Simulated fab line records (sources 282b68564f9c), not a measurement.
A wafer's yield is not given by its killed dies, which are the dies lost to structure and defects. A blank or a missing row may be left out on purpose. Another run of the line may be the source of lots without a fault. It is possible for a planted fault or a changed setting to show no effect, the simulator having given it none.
Commonality check across tools -- flow ritCmos -- 42 wafers sampled across 14 lots

WHAT PROMPTED THE OPENING
RIT_NWELL_TW_MEAS_10, reading NWELL_TW: flagged on 2 of 14 lots. Fault-free wafers read 2158, with a standard deviation of 15.
Rule: a lot gets a flag if all its wafers with a number sit over 4 standard deviations from that mean, or if no wafer of it has a number. The other lots count as sound.

lot,measured,on,"NWELL_TW, wafer by wafer",flag
L488,day 1 20:56,filmMetro-04,2189 2184 2185,
L489,day 2 03:19,filmMetro-03,2134 2145 2142,
L493,day 3 00:53,filmMetro-03,2140 2142 2140,
L494,day 3 04:20,filmMetro-02,2160 2158 2159,
L495,day 3 09:49,filmMetro-02,2164 2155 2152,
L496,day 3 13:32,filmMetro-04,2171 2182 2177,
L497,day 3 18:03,filmMetro-03,2158 2157 2146,
L498,day 4 04:37,filmMetro-03,2165 2151 2158,
L499,day 4 05:59,filmMetro-02,2688 2725 2702,FLAGGED
L500,day 4 08:58,filmMetro-03,2165 2149 2144,
L505,day 5 09:52,filmMetro-02,2170 2153 2162,
L508,day 6 01:10,filmMetro-03,2677 2675 2681,FLAGGED
L510,day 6 12:05,filmMetro-03,2144 2133 2153,
L511,day 6 18:05,filmMetro-04,2164 2176 2171,
On average the flagged lots' numbers are 2691, which is +533 against the usual, or +36 standard deviations.

TOOL THAT RAN EACH LOT
The record holds 1 process step before the reading, out of a route of 202 steps. Cell contents, in order: the tool; ch with the chambers the sampled wafers went through; the start.
lot,flag,RIT_NWELL_IMPLANT_08
L488,,"implanter-03 ch 0, day 1 20:38"
L489,,"implanter-02 ch 0, day 2 03:00"
L493,,"implanter-04 ch 0, day 3 00:34"
L494,,"implanter-02 ch 0, day 3 04:01"
L495,,"implanter-02 ch 0, day 3 09:29"
L496,,"implanter-02 ch 0, day 3 13:14"
L497,,"implanter-04 ch 0, day 3 17:46"
L498,,"implanter-04 ch 0, day 4 04:19"
L499,FLAGGED,"implanter-02 ch 0, day 4 05:20"
L500,,"implanter-02 ch 0, day 4 08:38"
L505,,"implanter-03 ch 0, day 5 09:32"
L508,FLAGGED,"implanter-03 ch 0, day 6 00:32"
L510,,"implanter-02 ch 0, day 6 11:46"
L511,,"implanter-02 ch 0, day 6 17:47"
What these steps do:
- RIT_NWELL_IMPLANT_08
- RIT_NWELL_TW_MEAS_10

FLAGGED OVER TOTAL, TOOL BY TOOL (the gauges that took the reading come last)
step,tool,lots run,flagged,share of the flagged lots,sound lots run after its first flagged lot
RIT_NWELL_IMPLANT_08,implanter-02,8,1,some,"3 (L500,L510,L511)"
RIT_NWELL_IMPLANT_08,implanter-03,3,1,some,0
RIT_NWELL_IMPLANT_08,implanter-04,3,0,none,-
RIT_NWELL_TW_MEAS_10,filmMetro-02,4,1,some,1 (L505)
RIT_NWELL_TW_MEAS_10,filmMetro-03,7,1,some,1 (L510)
RIT_NWELL_TW_MEAS_10,filmMetro-04,3,0,none,-

THE TABLE: WHAT IT ALLOWS
No row of the table ran every flagged lot.

WHAT THE SIMULATOR HAD PUT IN
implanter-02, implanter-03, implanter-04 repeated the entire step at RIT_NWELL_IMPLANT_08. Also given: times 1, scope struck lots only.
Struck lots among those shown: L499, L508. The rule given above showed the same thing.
